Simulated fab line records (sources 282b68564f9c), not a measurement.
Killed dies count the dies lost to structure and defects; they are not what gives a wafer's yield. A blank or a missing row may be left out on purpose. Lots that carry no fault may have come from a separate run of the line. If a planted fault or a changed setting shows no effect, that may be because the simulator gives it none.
Comparing a struck lot with a sound one :: flow rit cmos :: 19 out of 202 route steps
Sound: wafers L635.1, L635.2, L635.4. The struck wafers were L637.1, L637.4, L637.6. The cause is named last.
At each step with rows: each side's tool, then ch and its chambers, then its first start. Under that, the readings that differ: sound wafers :: struck wafers :: difference of the means :: sigmas: that difference in standard deviations of wafers without a fault.
alike: readings whose means differ by less than 2 such deviations, and words and numbers that are the same on both sides. not compared: withheld readings, readings that some wafer has no value for, bounds like >300 that may hide the same value, and numbers for which the record gives no deviation and whose values overlap.
The two part at a step that has a row with sigmas, a row that says differs or no value, or rows on one side only. Non-overlapping numbers with no deviation appear without sigmas and do not part them. A reading that every wafer of one side lacks parts them only if that side has two wafers or more.

RIT_SILICIDE_RS_MEAS_02: measurement is done with a four-point probe.
  sound: film metro-01 at day 5 09:07; struck: film metro-01 at day 5 20:11
  alike: SILICIDE_TI_RS
RIT_SILICIDE_THK_MEAS_03: measures by xrf.
  sound: film metro-01 at day 5 09:14; struck: film metro-01 at day 5 20:18
  alike: SILICIDE_TI_THK
RIT_SILICIDE_RTA_04: time 10 s, ramp up 5 s, ramp down 5 s.
  sound on rtp anneal-01 ch 0, day 5 09:17; struck on rtp anneal-01 ch 0, day 5 20:22
  alike: wafer_temp_C_max
then, 1 step without rows for these wafers: RIT_SILICIDE_WET_ETCH_05 (etches Ti in SPM, time 120 s).
RIT_SILICIDE_RTA_06: time 10 s, ramp up 5 s, ramp down 10 s.
  sound on rtp anneal-02 ch 0, day 5 09:24; struck on rtp anneal-02 ch 0, day 5 20:28
  alike: wafer_temp_C_max
RIT_CONTACT_CVD_00: deposits SiO2 from TEOS, target thk 400 nm, time 61 s.
  sound on pecvd-02 ch 0,1,2, day 5 09:28; struck on pecvd-01 ch 0,1,2, day 5 20:32
  alike: heater power w
RIT_CONTACT_THK_MEAS_01:
  sound: film metro-03 at day 5 09:31; struck: film metro-02 at day 5 20:35
  alike: CONTACT_TEOS_THK
then, 5 steps without rows for these wafers: RIT_CONTACT_HMDS_02 (prime time 60 s); RIT_CONTACT_COAT_03 (resist thk 1000 nm); RIT_CONTACT_SOFTBAKE_04 (time 60 s); RIT_CONTACT_EXPOSE_05 (exposes mask M11, target cd 1000 nm); RIT_CONTACT_PEB_06.
RIT_CONTACT_DEVELOP_07: develop time 120 s.
  sound on litho track-01 ch 0, day 5 10:00; struck on litho track-01 ch 0, day 5 21:00
reading: developer temp C (C)
sound: 23.09 23.03 22.88
struck: 25.37 25.37 25.40
difference: +2.38
sigmas: +24
RIT_CONTACT_CD_MEAS_08 targets a cd of 1000 nm.
  sound: cd sem-01 at day 5 10:32; struck: cd sem-02 at day 5 21:37
reading: cd nm (nm)
sound: 1000.5 1001.1 1000.5
struck: 988.3 987.8 986.8
difference: -13.1
sigmas: -5
RIT_CONTACT_OVL_MEAS_09:
  sound: overlay-01 at day 5 10:40; struck: overlay-01 at day 5 21:44
  alike: CONTACT_OVL
then, 1 step without rows for these wafers: RIT_CONTACT_HARDBAKE_10 (time 60 s).
RIT_CONTACT_ETCH_11: etches SiO2 in CHF3/CF4/Ar, stops on TiSi2, target depth 480 nm, time 320 s.
  sound on rie diel-03 ch 0,1,2, day 5 10:51; struck on rie diel-01 ch 0,2,3, day 5 21:55
reading: model.CONTACT.cd nm (nm)
sound: 1000 1001 1000
struck: 988.8 987.8 987
difference: -12.5
sigmas: 
  alike: chamber pressure mTorr, drypump motor current A, oes product au, throttle valve pct
  not compared: rf hours counter h
RIT_CONTACT_STRIP_12: strips in O2, time 180 s.
  sound on plasma asher-03 ch 0,1, day 5 11:02; struck on plasma asher-03 ch 0,1, day 5 22:07
  alike: chamber pressure mTorr, drypump motor current A
  not compared: rf hours counter h
RIT_M1_PROBE_99:
  sound: prober-01 at day 5 16:30; struck: prober-01 at day 6 02:46
  alike: killed at contacts, killed at front end, killed dies, killed open, killed short
  not compared: model.etest.contact to gate.bv left v, model.etest.contact to gate.bv right v

## WHERE THEY PART
Last at RIT_CONTACT_CD_MEAS_08 as far as this record goes, first at RIT_CONTACT_DEVELOP_07. Later steps at which nothing parts them and some readings are alike: RIT_CONTACT_OVL_MEAS_09, RIT_CONTACT_ETCH_11, RIT_CONTACT_STRIP_12, RIT_M1_PROBE_99.

WHY: whatever the simulator had introduced
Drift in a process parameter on litho track-01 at RIT_CONTACT_DEVELOP_07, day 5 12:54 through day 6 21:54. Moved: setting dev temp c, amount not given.
